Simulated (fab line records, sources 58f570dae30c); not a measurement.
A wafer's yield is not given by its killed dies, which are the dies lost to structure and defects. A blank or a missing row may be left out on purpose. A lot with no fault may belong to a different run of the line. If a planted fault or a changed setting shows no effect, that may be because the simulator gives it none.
Which tool was responsible? -- flow berkeleyCmos170 -- 15 lots, 44 wafers sampled, at 5 steps of a route of 331

== WHAT EACH GAUGE READ, for each wafer ==
UCB170_SPACER_THK_MEAS_01. Usual: SPACER_TEOS_THK typically reads 375 nm, with standard deviation 4.4.
lot,measured,on,SPACER_TEOS_THK (nm),flag
L221,day 7 00:20,filmMetro-01,371 372 374,
L222,day 7 00:59,filmMetro-03,372 369 377,
L223,day 7 19:14,filmMetro-03,376 371 378,
L224,day 8 03:29,filmMetro-03,375 384 379,
L225,day 8 03:40,filmMetro-02,376 382 376,
L226,day 8 08:59,filmMetro-01,369 372 371,
L228,day 8 09:29,filmMetro-02,380 379 383,
L230,day 8 21:04,filmMetro-03,748 751 748 751,OFF
L229,day 8 21:11,filmMetro-01,742 745 752 741 745 753,OFF
L235,day 10 10:09,filmMetro-02,367 374 378,
L234,day 10 10:40,filmMetro-02,756 763 765 757 764 765,OFF
L238,day 11 02:16,filmMetro-02,381 378 380,
L241,day 11 23:50,filmMetro-03,379 368 385,
L244,day 12 13:47,filmMetro-03,371 375 377,
L242,day 12 14:29,filmMetro-03,370 369 373,

UCB170_V2_OVL_MEAS_13. Usual: V2_OVL typically reads -2 nm, with standard deviation 5.7.
lot,measured,on,V2_OVL (nm),flag
L221,day 8 06:41,overlay-02,3 -8 -5,
L222,day 8 14:09,overlay-02,4 5 15,
L223,day 9 01:44,overlay-01,-4 4 2,
L224,day 9 12:28,overlay-02,-3 -7 -4,
L225,day 9 13:33,overlay-02,-6 1 -8,
L226,day 9 18:19,overlay-01,4 6 3,
L228,day 9 20:04,overlay-01,-2 -9 -3,
L235,day 11 19:18,overlay-01,-15 -4 2,
L238,day 12 08:41,overlay-02,-3 -5 5,
L241,day 13 04:34,overlay-02,-11 8 8,
L244,day 13 23:37,overlay-02,1 -3 0,
L242,day 14 00:49,overlay-02,-14 -4 -4,

UCB170_M3_OVL_MEAS_16. Usual: M3_OVL typically reads -2 nm, with standard deviation 6.2.
lot,measured,on,M3_OVL (nm),flag
L221,day 8 09:35,overlay-02,-1 -2 -2,
L222,day 8 20:37,overlay-02,-2 7 4,
L223,day 9 04:11,overlay-02,-13 -4 -6,
L224,day 9 14:55,overlay-01,-3 12 2,
L225,day 9 16:06,overlay-02,1 2 -1,
L226,day 9 22:41,overlay-02,2 -1 -3,
L228,day 10 00:40,overlay-02,5 11 9,
L235,day 11 21:46,overlay-02,0 1 2,
L238,day 12 13:26,overlay-01,-6 0 -1,
L241,day 13 07:23,overlay-02,-6 -4 -10,
L244,day 14 04:04,overlay-02,-9 -15 -8,
L242,day 14 04:46,overlay-01,-17 -11 -22,

== WHICH TOOL RAN EACH LOT (tool, then ch and the chambers of the sampled wafers, then the start) ==
lot,UCB170_SPACER_CVD_00,UCB170_V2_STRIP_15
L221,"pecvd-01 ch 0,1, day 7 00:18","plasmaAsher-03 ch 0,1, day 8 06:55"
L222,"pecvd-01 ch 0,2, day 7 00:56","plasmaAsher-02 ch 0,1, day 8 14:21"
L223,"pecvd-03 ch 0,1,2, day 7 19:11","plasmaAsher-02 ch 0,1, day 9 01:56"
L224,"pecvd-04 ch 0,1,2, day 8 03:25","plasmaAsher-02 ch 0,1, day 9 12:42"
L225,"pecvd-03 ch 0,2, day 8 03:37","plasmaAsher-03 ch 0,1, day 9 13:46"
L226,"pecvd-03 ch 0,1,2, day 8 08:56","plasmaAsher-03 ch 0,1, day 9 18:32"
L228,"pecvd-04 ch 0,1,2, day 8 09:26","plasmaAsher-02 ch 0,1, day 9 20:18"
L230,"pecvd-04 ch 1,2, day 8 20:49",-
L229,"pecvd-03 ch 0,1, day 8 20:56",-
L235,"pecvd-03 ch 0,1,2, day 10 10:07","plasmaAsher-03 ch 0,1, day 11 19:31"
L234,"pecvd-01 ch 0,1,2, day 10 10:25",-
L238,"pecvd-03 ch 0,2, day 11 02:13","plasmaAsher-03 ch 0,1, day 12 08:55"
L241,"pecvd-04 ch 0,1,2, day 11 23:47","plasmaAsher-03 ch 0,1, day 13 04:46"
L244,"pecvd-03 ch 0,2, day 12 13:44","plasmaAsher-04 ch 0, day 13 23:50"
L242,"pecvd-03 ch 0,1,2, day 12 14:26","plasmaAsher-04 ch 0,1, day 14 01:02"
- UCB170_SPACER_CVD_00: deposits SiO2 from TEOS/O2, target thk 376 nm, time 47 s.
- UCB170_V2_STRIP_15: strips in O2.

== AS READ BY THE TOOLS THEMSELVES (means over the sampled wafers that have a number; for cases with no such wafer, the mark the record gives instead) ==
UCB170_SPACER_CVD_00. Usual: heaterPowerW 279 W, standard deviation 59.
lot,tool,heaterPowerW (W),flag
L221,pecvd-01,241,
L222,pecvd-01,238,
L223,pecvd-03,295,
L224,pecvd-04,339,
L225,pecvd-03,303,
L226,pecvd-03,270,
L228,pecvd-04,297,
L230,pecvd-04,282,
L229,pecvd-03,262,
L235,pecvd-03,261,
L234,pecvd-01,270,
L238,pecvd-03,294,
L241,pecvd-04,315,
L244,pecvd-03,316,
L242,pecvd-03,283,

UCB170_V2_STRIP_15. Usual: drypumpMotorCurrentA 5.7 A, standard deviation 0.73; oesProductAu 0.722 a.u., standard deviation 0.0045; stripTimeToEndpointS 15.32 s, standard deviation 0.097.
lot,tool,drypumpMotorCurrentA (A),oesProductAu (a.u.),stripTimeToEndpointS (s),flag
L221,plasmaAsher-03,5.3,0.724,15.33,
L222,plasmaAsher-02,6.2,0.721,15.20,
L223,plasmaAsher-02,5.9,0.725,15.32,
L224,plasmaAsher-02,6.2,0.721,15.35,
L225,plasmaAsher-03,5.3,0.722,15.29,
L226,plasmaAsher-03,5.3,0.725,15.27,
L228,plasmaAsher-02,6.2,0.724,15.35,
L235,plasmaAsher-03,5.8,0.716,15.48,
L238,plasmaAsher-03,5.3,0.724,15.21,
L241,plasmaAsher-03,5.8,0.722,15.34,
L244,plasmaAsher-04,5.0,0.723,15.25,
L242,plasmaAsher-04,6.1,0.723,15.36,

== THE ANSWER, worked out from the rows above alone ==
Rule: lot off if the mean of its wafers having a number is beyond 3 standard deviations from the usual mean. Also off: a lot with no number at a reading for which 4 or more lots have one. The other lots that the step has rows for count as sound. Order of review: gauges by route order, followed by the tools' own readings, for which a lot's mean as printed above is used. At the first step where some lot is off, the reading lying furthest off is the one used; lots without a number count as furthest.
Off: L230, L229, L234, at UCB170_SPACER_THK_MEAS_01 (SPACER_TEOS_THK).
If a tool, at a process step before that reading, ran all the lots that are off and no sound lot after the first of them, it fits. Those tools and the gauges at UCB170_SPACER_THK_MEAS_01 are tried in the same way. None of those tried fits.

== WHAT THE SIMULATOR HAD PUT IN ==
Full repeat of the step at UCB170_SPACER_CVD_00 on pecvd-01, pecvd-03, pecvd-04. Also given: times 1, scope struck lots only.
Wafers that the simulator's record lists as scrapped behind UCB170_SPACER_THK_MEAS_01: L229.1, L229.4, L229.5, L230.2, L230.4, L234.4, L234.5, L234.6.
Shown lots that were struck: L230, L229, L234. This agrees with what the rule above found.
